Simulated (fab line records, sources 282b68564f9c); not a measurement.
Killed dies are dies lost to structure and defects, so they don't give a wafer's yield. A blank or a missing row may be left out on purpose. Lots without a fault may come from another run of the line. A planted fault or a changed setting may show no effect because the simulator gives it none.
fab line records | flow rit_cmos | part 2 of 2: steps 36 to 49 of 49
record lots=5 wafers=15 last_day=7
route steps=202 shown PRETRO@66 GATE@75 FOX2@80 REOX@98 NLDD@103 PLDD@114
lots that met no fault: from a run of the same line without faults
start_h: hours from the record's first day to the start of the lot's first wafer shown | wait_h: hours since the lot's step before | " the same as in the row above | L1.1+2: a row that stands for several wafers | - no value, or no start given | * or withheld: withheld | < > ~ a bound
route shown NAME@n: a module of which the file shows steps, and the number in the route of the first | usual: mean/standard deviation of fault-free wafers | same: alike in all rows | chamber/n: place in a boat | sites: the reading at each site | _std_site: their standard deviation | _edge_site: outer sites' mean less inner sites' | radius_mm: how far each site lies from the wafer's centre | mask NAME#n: copy n | behind: the tool/chamber that last shaped the wafer | hold: why the lot was held/for how many hours/how that ended | device: the transistor (n, p or np) that didn't switch | end of line: the same wafers' tests at the end of the route | a step without rows: its recipe alone | killed: dies lost to structure and defects at the first sort, not the wafer's yield | map: a wafer's dies, x killed, . not, _ none there
set.NAME: the setting as run; set.NAME@STEP: as run at that earlier step | model.NAME: the simulator's own value behind a step, which no gauge read
lots at some steps of the route; a table a step, a row a wafer
services: from which hour (start_h, from the record's first day; less than 0 if before it) a tool's chamber was out of use, for how many hours, and why
## steps
# step RIT_REOX_OXIDATION_03
# recipe temp_c=900 ambient=O2 target_thk_a=252 ox_time_s=5800
# usual zone_power_centre_pct=43/4.2
# columns lot.wafer tool chamber start_h wait_h zone_power_centre_pct
L075.3 furnace-01 0 43.46 0.7 36
L075.4 " 0 " " 36
L075.5 " 0 " " 37
L078.2 furnace-03 0 62.43 1.5 46
L078.3 " 0 " " 46
L078.4 " 0 " " 46
L086.2 furnace-01 0 99.17 0.0 37
L086.4 " 0 " " 37
L086.6 " 0 " " 36
L087.1 furnace-03 0 104.40 0.6 47
L087.2 " 0 " " 46
L087.6 " 0 " " 46
L095.2 furnace-01 0 144.20 0.9 36
L095.3 " 0 " " 36
L095.5 " 0 " " 36
# step RIT_REOX_THK_MEAS_04
# recipe reads=SiO2_of_REOX_OXIDATION_03
# usual REOX_OXIDE_THK=25.7/0.48
# columns lot.wafer tool chamber start_h wait_h REOX_OXIDE_THK[nm]
L075.3 film_metro-03 - 46.03 0.0 26.6
L075.4 " - " " 26.2
L075.5 " - " " 25.5
L078.2 film_metro-01 - 64.99 0.0 25.2
L078.3 " - " " 25.2
L078.4 " - " " 25.6
L086.2 film_metro-04 - 101.73 0.0 26.4
L086.4 " - " " 26.7
L086.6 " - " " 26.6
L087.1 film_metro-03 - 106.95 0.0 25.8
L087.2 " - " " 25.7
L087.6 " - " " 25.7
L095.2 film_metro-04 - 146.76 0.0 25.4
L095.3 " - " " 25.1
L095.5 " - " " 25.5
# step RIT_NLDD_HMDS_00
# recipe prime_time_s=60 prime_temp_c=140
# columns lot.wafer tool chamber start_h wait_h
L075.3+4+5 litho_track-02 0 46.19 0.1
L078.2+3+4 litho_track-02 0 65.07 0.1
L086.2+4+6 litho_track-04 0 102.04 0.3
L087.1+2+6 litho_track-03 0 107.01 0.1
L095.2+3+5 litho_track-02 0 146.84 0.1
# step RIT_NLDD_COAT_01
# recipe resist=NOVOLAK spin_rpm=3250 resist_thk_nm=1000
# columns lot.wafer tool chamber start_h wait_h
L075.3+4+5 litho_track-02 0 46.34 0.1
L078.2+3+4 litho_track-02 0 65.22 0.1
L086.2+4+6 litho_track-04 0 102.19 0.1
L087.1+2+6 litho_track-03 0 107.16 0.1
L095.2+3+5 litho_track-02 0 146.99 0.1
# step RIT_NLDD_SOFTBAKE_02
# recipe resist=NOVOLAK temp_c=90 time_s=60
# columns lot.wafer tool chamber start_h wait_h
L075.3+4+5 litho_track-02 0 46.49 0.1
L078.2+3+4 litho_track-02 0 65.37 0.1
L086.2+4+6 litho_track-04 0 102.34 0.1
L087.1+2+6 litho_track-03 0 107.31 0.1
L095.2+3+5 litho_track-02 0 147.14 0.1
# step RIT_NLDD_EXPOSE_03
# recipe mask_id=M7 na=0.57 target_cd_nm=40700 dose_mj=250
# columns lot.wafer tool chamber start_h wait_h mask
L075.3+4+5 iline_stepper-01 0 46.87 0.4 M7#0
L078.2+3+4 iline_stepper-01 0 65.51 0.1 M7#0
L086.2+4+6 iline_stepper-02 0 102.61 0.2 M7#0
L087.1+2+6 iline_stepper-01 0 107.67 0.3 M7#0
L095.2+3+5 iline_stepper-01 0 147.41 0.2 M7#0
# step RIT_NLDD_PEB_04
# recipe resist=NOVOLAK temp_c=withheld time_s=withheld
# columns lot.wafer tool chamber start_h wait_h
L075.3+4+5 litho_track-03 0 47.00 0.1
L078.2+3+4 litho_track-04 0 65.64 0.1
L086.2+4+6 litho_track-03 0 102.73 0.1
L087.1+2+6 litho_track-02 0 107.88 0.2
L095.2+3+5 litho_track-02 0 147.53 0.1
# step RIT_NLDD_DEVELOP_05
# recipe resist=NOVOLAK develop_time_s=50 dev_temp_c=23
# columns lot.wafer tool chamber start_h wait_h
L075.3+4+5 litho_track-03 0 - -
L078.2+3+4 litho_track-04 0 - -
L086.2+4+6 litho_track-03 0 - -
L087.1+2+6 litho_track-02 0 - -
L095.2+3+5 litho_track-02 0 - -
# step RIT_NLDD_OVL_MEAS_06
# usual NLDD_OVL=-0.6/1.4
# columns lot.wafer tool chamber start_h wait_h NLDD_OVL[nm]
L075.3 overlay-02 - 47.24 - 0.4
L075.4 " - " " 2.0
L075.5 " - " " 0.2
L078.2 overlay-01 - 65.90 - -0.7
L078.3 " - " " -0.5
L078.4 " - " " -1.8
L086.2 overlay-02 - 102.99 - -1.7
L086.4 " - " " -3.1
L086.6 " - " " -3.3
L087.1 overlay-02 - 108.16 - 1.0
L087.2 " - " " -0.9
L087.6 " - " " -0.6
L095.2 overlay-01 - 147.79 - 0.5
L095.3 " - " " 2.2
L095.5 " - " " 0.6
# step RIT_NLDD_HARDBAKE_07
# recipe resist=NOVOLAK temp_c=140.5 time_s=60
# columns lot.wafer tool chamber start_h wait_h
L075.3+4+5 litho_track-03 0 47.31 0.1
L078.2+3+4 litho_track-03 0 65.95 0.0
L086.2+4+6 litho_track-02 0 103.05 0.0
L087.1+2+6 litho_track-02 0 108.20 0.0
L095.2+3+5 litho_track-02 0 147.85 0.0
# step RIT_NLDD_IMPLANT_08
# recipe species=P energy_kev=20 dose_cm2=5e+14 tilt_deg=7
# usual beam_energy_keV=19.999/0.0058
# columns lot.wafer tool chamber start_h wait_h beam_energy_keV
L075.3 implanter-02 0 47.46 0.1 20.001
L075.4 " 0 " " 20.001
L075.5 " 0 " " 20.007
L078.2 implanter-03 0 66.10 0.1 19.996
L078.3 " 0 " " 20.004
L078.4 " 0 " " 19.993
L086.2 implanter-01 0 103.20 0.1 19.994
L086.4 " 0 " " 19.992
L086.6 " 0 " " 20.011
L087.1 implanter-03 0 108.35 0.1 19.998
L087.2 " 0 " " 20.001
L087.6 " 0 " " 19.999
L095.2 implanter-03 0 148.00 0.1 19.998
L095.3 " 0 " " 20.007
L095.5 " 0 " " 20.005
# step RIT_NLDD_STRIP_09
# recipe chemistry=O2 time_s=180 resist=NOVOLAK platen_temp_c=withheld power_w=500 pressure_mtorr=4000 o2_flow_sccm=4000
# usual drypump_motor_current_A=5.8/0.37
# columns lot.wafer tool chamber start_h wait_h drypump_motor_current_A rf_hours_counter_h
L075.3 plasma_asher-01 0 47.62 0.1 6.2 -
L075.4 " 1 " " 6.2 -
L075.5 " 1 " " 6.2 -
L078.2 plasma_asher-01 0 66.23 0.1 6.3 41
L078.3 " 0 " " 6.2 -
L078.4 " 1 " " 6.2 -
L086.2 plasma_asher-01 1 103.32 0.1 6.2 45
L086.4 " 0 " " 6.2 -
L086.6 " 1 " " 6.2 -
L087.1 plasma_asher-03 1 108.50 0.1 5.4 46
L087.2 " 0 " " 6.1 46
L087.6 " 0 " " 6.1 -
L095.2 plasma_asher-04 0 148.12 0.1 5.5 53
L095.3 " 0 " " 5.5 -
L095.5 " 0 " " 5.5 -
# step RIT_NLDD_TW_MEAS_10
# usual NLDD_TW=2509/35
# columns lot.wafer tool chamber start_h wait_h NLDD_TW
L075.3 film_metro-01 - 47.76 0.1 2467
L075.4 " - " " 2446
L075.5 " - " " 2455
L078.2 film_metro-02 - 66.41 0.1 2497
L078.3 " - " " 2500
L078.4 " - " " 2513
L086.2 film_metro-03 - 103.51 0.1 2549
L086.4 " - " " 2541
L086.6 " - " " 2560
L087.1 film_metro-02 - 108.67 0.1 2482
L087.2 " - " " 2482
L087.6 " - " " 2482
L095.2 film_metro-03 - 148.31 0.1 2524
L095.3 " - " " 2546
L095.5 " - " " 2529
# step RIT_PLDD_HMDS_00
# recipe prime_time_s=60 prime_temp_c=140
# columns lot.wafer tool chamber start_h wait_h
L075.3+4+5 litho_track-04 0 47.85 0.1
L078.2+3+4 litho_track-02 0 66.49 0.1
L086.2+4+6 litho_track-02 0 103.58 0.1
L087.1+2+6 litho_track-01 0 108.73 0.1
L095.2+3+5 litho_track-04 0 148.38 0.1
## services
# columns tool chamber start_h hours kind
rie_si-01 - 12.33 0.4 repair
plasma_asher-04 - 17.23 0.7 repair
iline_stepper-02 - 17.58 2.1 pm
iline_stepper-02 - 29.04 4.5 repair
implanter-03 - 30.89 3.5 repair
rie_si-01 1 37.26 6.0 repair
implanter-03 - 38.84 0.5 repair
iline_stepper-01 - 43.76 1.7 pm
plasma_asher-04 - 45.41 3.7 repair
iline_stepper-02 - 45.45 1.7 pm
implanter-01 - 57.03 1.3 repair
implanter-01 - 65.60 6.5 pm
furnace-01 - 66.62 2.8 pm
rie_si-02 0 79.82 2.6 repair
implanter-01 - 81.48 0.7 repair
plasma_asher-01 - 89.01 4.5 repair
implanter-04 - 98.97 1.2 repair
plasma_asher-01 - 108.92 9.0 pm
iline_stepper-01 - 110.61 6.3 repair
iline_stepper-01 - 116.94 2.1 pm
furnace-03 - 118.24 3.2 pm
plasma_asher-01 - 121.35 15.5 repair
rie_si-02 - 134.50 0.5 repair
plasma_asher-04 - 136.70 1.5 repair
